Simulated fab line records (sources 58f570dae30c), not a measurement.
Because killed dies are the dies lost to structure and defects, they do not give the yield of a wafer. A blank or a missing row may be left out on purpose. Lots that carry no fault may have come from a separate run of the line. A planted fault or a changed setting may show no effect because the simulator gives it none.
Which tool was responsible? :: flow berkeley cmos170 :: 15 lots, 45 wafers sampled, at 7 steps of a route of 331

== WHAT EACH GAUGE READ, for each wafer ==
UCB170_NSD_TW_MEAS_10. Usual: NSD_TW 4200, standard deviation 37.
lot: L935
measured: day 6 15:41
on: film metro-01
NSD_TW: 4374 4384 4340 4385 4384 4387
flag: OFF

lot: L936
measured: day 6 15:36
on: film metro-03
NSD_TW: 4161 4196 4163
flag: 

lot: L937
measured: day 7 00:44
on: film metro-02
NSD_TW: 4237 4248 4238
flag: 

lot: L939
measured: day 7 12:01
on: film metro-03
NSD_TW: 4384 4368 4385 4374 4390 4393
flag: OFF

lot: L941
measured: day 8 13:01
on: film metro-03
NSD_TW: 4394 4428 4418 4396 4409 4397
flag: OFF

lot: L947
measured: day 8 23:01
on: film metro-03
NSD_TW: 4195 4189 4191
flag: 

lot: L949
measured: day 9 17:31
on: film metro-03
NSD_TW: 4201 4166 4197
flag: 

lot: L948
measured: day 9 17:44
on: film metro-03
NSD_TW: 4191 4187 4222
flag: 

lot: L950
measured: day 9 17:48
on: film metro-02
NSD_TW: 4253 4248 4254
flag: 

lot: L951
measured: day 10 02:24
on: film metro-03
NSD_TW: 4192 4191 4165
flag: 

lot: L952
measured: day 10 15:22
on: film metro-02
NSD_TW: 4171 4171 4200
flag: 

lot: L954
measured: day 11 00:31
on: film metro-02
NSD_TW: 4210 4201 4221
flag: 

lot: L956
measured: day 11 08:47
on: film metro-03
NSD_TW: 4178 4204 4182
flag: 

lot: L955
measured: day 11 09:20
on: film metro-02
NSD_TW: 4234 4212 4212
flag: 

lot: L957
measured: day 11 20:58
on: film metro-01
NSD_TW: 4121 4116 4094
flag: 

UCB170_SDANNEAL_RS_MEAS_03: uses a four-point probe to measure. Usual: NSD_RS 37.28 ohm/sq, standard deviation 0.096.
lot: L935
measured: day 6 19:35
on: film metro-03
NSD_RS (ohm/sq): 30.27 30.17 30.25 30.21 30.23 30.26
flag: OFF

lot: L936
measured: day 6 16:50
on: film metro-02
NSD_RS (ohm/sq): 37.15 37.04 37.18
flag: 

lot: L937
measured: day 7 02:03
on: film metro-02
NSD_RS (ohm/sq): 37.36 37.35 37.38
flag: 

lot: L939
measured: day 8 00:37
on: film metro-03
NSD_RS (ohm/sq): 30.28 30.26 30.31 30.35 30.24 30.26
flag: OFF

lot: L941
measured: day 8 19:17
on: film metro-03
NSD_RS (ohm/sq): 30.29 30.27 30.32 30.32 30.37 30.29
flag: OFF

lot: L947
measured: day 9 00:28
on: film metro-03
NSD_RS (ohm/sq): 37.33 37.21 37.31
flag: 

lot: L949
measured: day 9 19:08
on: film metro-01
NSD_RS (ohm/sq): 37.28 37.31 37.22
flag: 

lot: L948
measured: day 9 18:58
on: film metro-02
NSD_RS (ohm/sq): 37.31 37.31 37.36
flag: 

lot: L950
measured: day 9 19:23
on: film metro-03
NSD_RS (ohm/sq): 37.31 37.22 37.39
flag: 

lot: L951
measured: day 10 04:30
on: film metro-03
NSD_RS (ohm/sq): 37.36 37.33 37.41
flag: 

lot: L952
measured: day 10 16:38
on: film metro-03
NSD_RS (ohm/sq): 37.26 37.26 37.27
flag: 

lot: L954
measured: day 11 01:44
on: film metro-02
NSD_RS (ohm/sq): 37.30 37.23 37.26
flag: 

lot: L956
measured: day 11 09:59
on: film metro-02
NSD_RS (ohm/sq): 37.31 37.43 37.34
flag: 

lot: L955
measured: day 11 13:31
on: film metro-02
NSD_RS (ohm/sq): 37.33 37.33 37.30
flag: 

lot: L957
measured: day 11 22:11
on: film metro-02
NSD_RS (ohm/sq): 37.27 37.30 37.25
flag: 

UCB170_M3_OVL_MEAS_16. Usual: M3_OVL 2 nm, standard deviation 5.8.
lot: L936
measured: day 7 18:29
on: overlay-01
M3_OVL (nm): 0 -1 5
flag: 

lot: L937
measured: day 8 02:53
on: overlay-02
M3_OVL (nm): 3 -2 -3
flag: 

lot: L947
measured: day 10 01:13
on: overlay-01
M3_OVL (nm): 0 3 3
flag: 

lot: L949
measured: day 10 17:52
on: overlay-02
M3_OVL (nm): -1 3 4
flag: 

lot: L948
measured: day 10 17:36
on: overlay-01
M3_OVL (nm): 4 7 6
flag: 

lot: L950
measured: day 10 18:09
on: overlay-01
M3_OVL (nm): -3 -8 -4
flag: 

lot: L951
measured: day 11 05:21
on: overlay-02
M3_OVL (nm): 6 8 6
flag: 

lot: L952
measured: day 11 20:22
on: overlay-02
M3_OVL (nm): -1 7 -1
flag: 

lot: L954
measured: day 11 23:23
on: overlay-02
M3_OVL (nm): 3 9 8
flag: 

lot: L956
measured: day 12 16:34
on: overlay-02
M3_OVL (nm): -1 -8 -11
flag: 

lot: L955
measured: day 12 16:59
on: overlay-01
M3_OVL (nm): -3 1 3
flag: 

lot: L957
measured: day 13 00:36
on: overlay-01
M3_OVL (nm): 5 -3 6
flag: 

== WHAT TOOL EACH LOT RAN ON (gives the tool, then ch and the chambers of the sampled wafers, and finally the start) ==
lot: L935
UCB170_PSD_STRIP_09: plasma asher-02 ch 0,1, day 6 13:47
UCB170_NSD_IMPLANT_08: implanter-03 ch 0, day 6 15:07
UCB170_NSD_STRIP_09: plasma asher-03 ch 0,1, day 6 15:35
UCB170_CONTACT_ETCH_17: -

lot: L936
UCB170_PSD_STRIP_09: plasma asher-01 ch 0,1, day 6 13:52
UCB170_NSD_IMPLANT_08: implanter-02 ch 0, day 6 15:21
UCB170_NSD_STRIP_09: plasma asher-04 ch 0,1, day 6 15:30
UCB170_CONTACT_ETCH_17: rie diel-04 ch 1,2,3, day 7 00:16

lot: L937
UCB170_PSD_STRIP_09: plasma asher-02 ch 0,1, day 6 20:52
UCB170_NSD_IMPLANT_08: implanter-02 ch 0, day 7 00:29
UCB170_NSD_STRIP_09: plasma asher-04 ch 0,1, day 7 00:38
UCB170_CONTACT_ETCH_17: rie diel-01 ch 1,2,3, day 7 07:22

lot: L939
UCB170_PSD_STRIP_09: plasma asher-01 ch 0,1, day 7 09:47
UCB170_NSD_IMPLANT_08: implanter-04 ch 0, day 7 11:28
UCB170_NSD_STRIP_09: plasma asher-02 ch 0,1, day 7 11:55
UCB170_CONTACT_ETCH_17: -

lot: L941
UCB170_PSD_STRIP_09: plasma asher-04 ch 0,1, day 8 10:07
UCB170_NSD_IMPLANT_08: implanter-03 ch 0, day 8 12:16
UCB170_NSD_STRIP_09: plasma asher-02 ch 0,1, day 8 12:54
UCB170_CONTACT_ETCH_17: -

lot: L947
UCB170_PSD_STRIP_09: plasma asher-01 ch 0,1, day 8 21:17
UCB170_NSD_IMPLANT_08: implanter-02 ch 0, day 8 22:47
UCB170_NSD_STRIP_09: plasma asher-02 ch 0,1, day 8 22:55
UCB170_CONTACT_ETCH_17: rie diel-01 ch 0,1,2, day 9 08:13

lot: L949
UCB170_PSD_STRIP_09: plasma asher-01 ch 0,1, day 9 14:32
UCB170_NSD_IMPLANT_08: implanter-03 ch 0, day 9 17:16
UCB170_NSD_STRIP_09: plasma asher-03 ch 0,1, day 9 17:25
UCB170_CONTACT_ETCH_17: rie diel-02 ch 2,3, day 10 00:21

lot: L948
UCB170_PSD_STRIP_09: plasma asher-04 ch 0, day 9 14:45
UCB170_NSD_IMPLANT_08: implanter-04 ch 0, day 9 17:30
UCB170_NSD_STRIP_09: plasma asher-04 ch 1, day 9 17:38
UCB170_CONTACT_ETCH_17: rie diel-01 ch 0,1,3, day 9 23:29

lot: L950
UCB170_PSD_STRIP_09: plasma asher-02 ch 0,1, day 9 15:02
UCB170_NSD_IMPLANT_08: implanter-02 ch 0, day 9 17:33
UCB170_NSD_STRIP_09: plasma asher-03 ch 0,1, day 9 17:42
UCB170_CONTACT_ETCH_17: rie diel-04 ch 0,2,3, day 10 00:38

lot: L951
UCB170_PSD_STRIP_09: plasma asher-04 ch 0,1, day 10 00:30
UCB170_NSD_IMPLANT_08: implanter-04 ch 0, day 10 02:09
UCB170_NSD_STRIP_09: plasma asher-02 ch 0,1, day 10 02:18
UCB170_CONTACT_ETCH_17: rie diel-01 ch 1,3, day 10 12:04

lot: L952
UCB170_PSD_STRIP_09: plasma asher-02 ch 0,1, day 10 13:28
UCB170_NSD_IMPLANT_08: implanter-03 ch 0, day 10 15:08
UCB170_NSD_STRIP_09: plasma asher-04 ch 0,1, day 10 15:15
UCB170_CONTACT_ETCH_17: rie diel-01 ch 0,1,3, day 10 21:25

lot: L954
UCB170_PSD_STRIP_09: plasma asher-04 ch 1, day 10 22:40
UCB170_NSD_IMPLANT_08: implanter-04 ch 0, day 11 00:17
UCB170_NSD_STRIP_09: plasma asher-02 ch 0,1, day 11 00:24
UCB170_CONTACT_ETCH_17: rie diel-02 ch 0,3, day 11 07:13

lot: L956
UCB170_PSD_STRIP_09: plasma asher-01 ch 0,1, day 11 06:43
UCB170_NSD_IMPLANT_08: implanter-02 ch 0, day 11 08:32
UCB170_NSD_STRIP_09: plasma asher-03 ch 0,1, day 11 08:41
UCB170_CONTACT_ETCH_17: rie diel-04 ch 2,3, day 11 17:50

lot: L955
UCB170_PSD_STRIP_09: plasma asher-02 ch 0,1, day 11 07:06
UCB170_NSD_IMPLANT_08: implanter-02 ch 0, day 11 09:07
UCB170_NSD_STRIP_09: plasma asher-02 ch 0,1, day 11 09:14
UCB170_CONTACT_ETCH_17: rie diel-04 ch 0,1,3, day 11 18:41

lot: L957
UCB170_PSD_STRIP_09: plasma asher-01 ch 0,1, day 11 19:11
UCB170_NSD_IMPLANT_08: implanter-04 ch 0, day 11 20:43
UCB170_NSD_STRIP_09: plasma asher-03 ch 0,1, day 11 20:52
UCB170_CONTACT_ETCH_17: rie diel-04 ch 1,2, day 12 03:10
- UCB170_PSD_STRIP_09: strips in O2.
- UCB170_NSD_IMPLANT_08
- UCB170_NSD_STRIP_09: strips in O2.
- UCB170_CONTACT_ETCH_17: etches BARC in N2/H2.

== WHAT THE TOOLS THEMSELVES READ (means of the sampled wafers that have a number; where no wafer has one, the mark that the record gives instead) ==
UCB170_PSD_STRIP_09. Usual: chamber pressure mTorr 3500 mTorr, standard deviation 3; drypump motor current A 5.8 A, standard deviation 0.47; oes product au 0.601 a.u., standard deviation 0.0044; strip time to endpoint s 29.40 s, standard deviation 0.078.
lot: L935
tool: plasma asher-02
chamber pressure mTorr (mTorr): 3499
drypump motor current A (A): 5.4
oes product au (a.u.): 0.600
strip time to endpoint s (s): 29.37
flag: 

lot: L936
tool: plasma asher-01
chamber pressure mTorr (mTorr): 3497
drypump motor current A (A): 6.2
oes product au (a.u.): 0.606
strip time to endpoint s (s): 29.48
flag: 

lot: L937
tool: plasma asher-02
chamber pressure mTorr (mTorr): 3501
drypump motor current A (A): 5.2
oes product au (a.u.): 0.605
strip time to endpoint s (s): 29.51
flag: 

lot: L939
tool: plasma asher-01
chamber pressure mTorr (mTorr): 3501
drypump motor current A (A): 6.2
oes product au (a.u.): 0.603
strip time to endpoint s (s): 29.60
flag: 

lot: L941
tool: plasma asher-04
chamber pressure mTorr (mTorr): 3499
drypump motor current A (A): 5.8
oes product au (a.u.): 0.601
strip time to endpoint s (s): 29.38
flag: 

lot: L947
tool: plasma asher-01
chamber pressure mTorr (mTorr): 3498
drypump motor current A (A): 6.2
oes product au (a.u.): 0.603
strip time to endpoint s (s): 29.45
flag: 

lot: L949
tool: plasma asher-01
chamber pressure mTorr (mTorr): 3497
drypump motor current A (A): 6.2
oes product au (a.u.): 0.603
strip time to endpoint s (s): 29.35
flag: 

lot: L948
tool: plasma asher-04
chamber pressure mTorr (mTorr): 3503
drypump motor current A (A): 6.2
oes product au (a.u.): 0.602
strip time to endpoint s (s): 29.40
flag: 

lot: L950
tool: plasma asher-02
chamber pressure mTorr (mTorr): 3501
drypump motor current A (A): 5.4
oes product au (a.u.): 0.598
strip time to endpoint s (s): 29.29
flag: 

lot: L951
tool: plasma asher-04
chamber pressure mTorr (mTorr): 3499
drypump motor current A (A): 6.0
oes product au (a.u.): 0.602
strip time to endpoint s (s): 29.31
flag: 

lot: L952
tool: plasma asher-02
chamber pressure mTorr (mTorr): 3500
drypump motor current A (A): 5.4
oes product au (a.u.): 0.600
strip time to endpoint s (s): 29.36
flag: 

lot: L954
tool: plasma asher-04
chamber pressure mTorr (mTorr): 3499
drypump motor current A (A): 5.6
oes product au (a.u.): 0.602
strip time to endpoint s (s): 29.28
flag: 

lot: L956
tool: plasma asher-01
chamber pressure mTorr (mTorr): 3499
drypump motor current A (A): 6.2
oes product au (a.u.): 0.599
strip time to endpoint s (s): 29.47
flag: 

lot: L955
tool: plasma asher-02
chamber pressure mTorr (mTorr): 3500
drypump motor current A (A): 5.4
oes product au (a.u.): 0.605
strip time to endpoint s (s): 29.27
flag: 

lot: L957
tool: plasma asher-01
chamber pressure mTorr (mTorr): 3502
drypump motor current A (A): 6.2
oes product au (a.u.): 0.600
strip time to endpoint s (s): 29.39
flag: 

UCB170_NSD_STRIP_09. Usual: chamber pressure mTorr 3500 mTorr, standard deviation 3.1; drypump motor current A 5.5 A, standard deviation 0.39; oes product au 0.534 a.u., standard deviation 0.0044; strip time to endpoint s 35.86 s, standard deviation 0.087.
lot: L935
tool: plasma asher-03
chamber pressure mTorr (mTorr): 3501
drypump motor current A (A): 5.2
oes product au (a.u.): 0.486
strip time to endpoint s (s): 42.70
flag: OFF

lot: L936
tool: plasma asher-04
chamber pressure mTorr (mTorr): 3498
drypump motor current A (A): 5.8
oes product au (a.u.): 0.533
strip time to endpoint s (s): 35.97
flag: 

lot: L937
tool: plasma asher-04
chamber pressure mTorr (mTorr): 3500
drypump motor current A (A): 5.8
oes product au (a.u.): 0.536
strip time to endpoint s (s): 35.76
flag: 

lot: L939
tool: plasma asher-02
chamber pressure mTorr (mTorr): 3499
drypump motor current A (A): 5.4
oes product au (a.u.): 0.487
strip time to endpoint s (s): 42.80
flag: OFF

lot: L941
tool: plasma asher-02
chamber pressure mTorr (mTorr): 3500
drypump motor current A (A): 5.5
oes product au (a.u.): 0.484
strip time to endpoint s (s): 42.83
flag: OFF

lot: L947
tool: plasma asher-02
chamber pressure mTorr (mTorr): 3497
drypump motor current A (A): 5.4
oes product au (a.u.): 0.533
strip time to endpoint s (s): 35.79
flag: 

lot: L949
tool: plasma asher-03
chamber pressure mTorr (mTorr): 3500
drypump motor current A (A): 5.3
oes product au (a.u.): 0.530
strip time to endpoint s (s): 35.93
flag: 

lot: L948
tool: plasma asher-04
chamber pressure mTorr (mTorr): 3499
drypump motor current A (A): 5.7
oes product au (a.u.): 0.536
strip time to endpoint s (s): 35.74
flag: 

lot: L950
tool: plasma asher-03
chamber pressure mTorr (mTorr): 3501
drypump motor current A (A): 5.2
oes product au (a.u.): 0.526
strip time to endpoint s (s): 35.85
flag: 

lot: L951
tool: plasma asher-02
chamber pressure mTorr (mTorr): 3499
drypump motor current A (A): 5.2
oes product au (a.u.): 0.537
strip time to endpoint s (s): 35.83
flag: 

lot: L952
tool: plasma asher-04
chamber pressure mTorr (mTorr): 3500
drypump motor current A (A): 5.8
oes product au (a.u.): 0.536
strip time to endpoint s (s): 35.86
flag: 

lot: L954
tool: plasma asher-02
chamber pressure mTorr (mTorr): 3503
drypump motor current A (A): 5.4
oes product au (a.u.): 0.536
strip time to endpoint s (s): 35.72
flag: 

lot: L956
tool: plasma asher-03
chamber pressure mTorr (mTorr): 3500
drypump motor current A (A): 5.2
oes product au (a.u.): 0.536
strip time to endpoint s (s): 35.79
flag: 

lot: L955
tool: plasma asher-02
chamber pressure mTorr (mTorr): 3502
drypump motor current A (A): 5.2
oes product au (a.u.): 0.535
strip time to endpoint s (s): 35.80
flag: 

lot: L957
tool: plasma asher-03
chamber pressure mTorr (mTorr): 3500
drypump motor current A (A): 5.2
oes product au (a.u.): 0.532
strip time to endpoint s (s): 35.87
flag: 

UCB170_CONTACT_ETCH_17. Usual: chamber pressure mTorr 29.997 mTorr, standard deviation 0.028; drypump motor current A 5.8 A, standard deviation 0.41; oes product au 1.000 a.u., standard deviation 0.012; rf fwd power W 495.7 W, standard deviation 1.8; throttle valve pct 13.34 %, standard deviation 0.19.
lot: L936
tool: rie diel-04
chamber pressure mTorr (mTorr): 29.978
drypump motor current A (A): 6.0
oes product au (a.u.): 0.998
rf fwd power W (W): 494.9
throttle valve pct (%): 13.55
flag: 

lot: L937
tool: rie diel-01
chamber pressure mTorr (mTorr): 29.996
drypump motor current A (A): 5.5
oes product au (a.u.): 1.000
rf fwd power W (W): 495.0
throttle valve pct (%): 13.18
flag: 

lot: L947
tool: rie diel-01
chamber pressure mTorr (mTorr): 29.987
drypump motor current A (A): 5.7
oes product au (a.u.): 0.995
rf fwd power W (W): 494.7
throttle valve pct (%): 13.18
flag: 

lot: L949
tool: rie diel-02
chamber pressure mTorr (mTorr): 29.996
drypump motor current A (A): 6.2
oes product au (a.u.): 1.016
rf fwd power W (W): 494.3
throttle valve pct (%): 13.11
flag: 

lot: L948
tool: rie diel-01
chamber pressure mTorr (mTorr): 30.001
drypump motor current A (A): 5.4
oes product au (a.u.): 0.997
rf fwd power W (W): 495.1
throttle valve pct (%): 13.24
flag: 

lot: L950
tool: rie diel-04
chamber pressure mTorr (mTorr): 29.968
drypump motor current A (A): 6.1
oes product au (a.u.): 0.997
rf fwd power W (W): 495.8
throttle valve pct (%): 13.55
flag: 

lot: L951
tool: rie diel-01
chamber pressure mTorr (mTorr): 30.023
drypump motor current A (A): 5.2
oes product au (a.u.): 0.978
rf fwd power W (W): 496.3
throttle valve pct (%): 13.22
flag: 

lot: L952
tool: rie diel-01
chamber pressure mTorr (mTorr): 30.004
drypump motor current A (A): 5.4
oes product au (a.u.): 1.000
rf fwd power W (W): 495.1
throttle valve pct (%): 13.24
flag: 

lot: L954
tool: rie diel-02
chamber pressure mTorr (mTorr): 30.018
drypump motor current A (A): 6.2
oes product au (a.u.): 0.986
rf fwd power W (W): 495.5
throttle valve pct (%): 13.16
flag: 

lot: L956
tool: rie diel-04
chamber pressure mTorr (mTorr): 29.981
drypump motor current A (A): 6.2
oes product au (a.u.): 0.993
rf fwd power W (W): 495.9
throttle valve pct (%): 13.53
flag: 

lot: L955
tool: rie diel-04
chamber pressure mTorr (mTorr): 30.015
drypump motor current A (A): 6.0
oes product au (a.u.): 0.996
rf fwd power W (W): 494.7
throttle valve pct (%): 13.50
flag: 

lot: L957
tool: rie diel-04
chamber pressure mTorr (mTorr): 30.006
drypump motor current A (A): 5.8
oes product au (a.u.): 0.996
rf fwd power W (W): 496.8
throttle valve pct (%): 13.57
flag: 

== THE ANSWER, worked out from the rows above alone ==
Rule: a lot counts as off when the mean over its wafers that have a number is more than 3 standard deviations away from the usual mean. A lot without any number at a reading at which 4 lots or more have one is off too. All remaining lots with rows at the step are treated as sound. The gauges are gone through in route order, then the tools' own readings, and for those a lot's mean is taken as printed above. The first step at which some lot is off is used, and at that step the reading that is off furthest; a lot without a number counts as furthest.
Off: L935, L939, L941, seen at UCB170_NSD_TW_MEAS_10 (NSD_TW).
A tool fits if, at a process step before that reading, it ran every lot that is off, and no sound lot after the first of them. The gauges at UCB170_NSD_TW_MEAS_10 aren't tried: what is off there is off at UCB170_NSD_STRIP_09 too, on other tools, and a gauge's error can't cause that. Not one of the candidates tried fits.

== WHAT WAS PUT IN BY THE SIMULATOR ==
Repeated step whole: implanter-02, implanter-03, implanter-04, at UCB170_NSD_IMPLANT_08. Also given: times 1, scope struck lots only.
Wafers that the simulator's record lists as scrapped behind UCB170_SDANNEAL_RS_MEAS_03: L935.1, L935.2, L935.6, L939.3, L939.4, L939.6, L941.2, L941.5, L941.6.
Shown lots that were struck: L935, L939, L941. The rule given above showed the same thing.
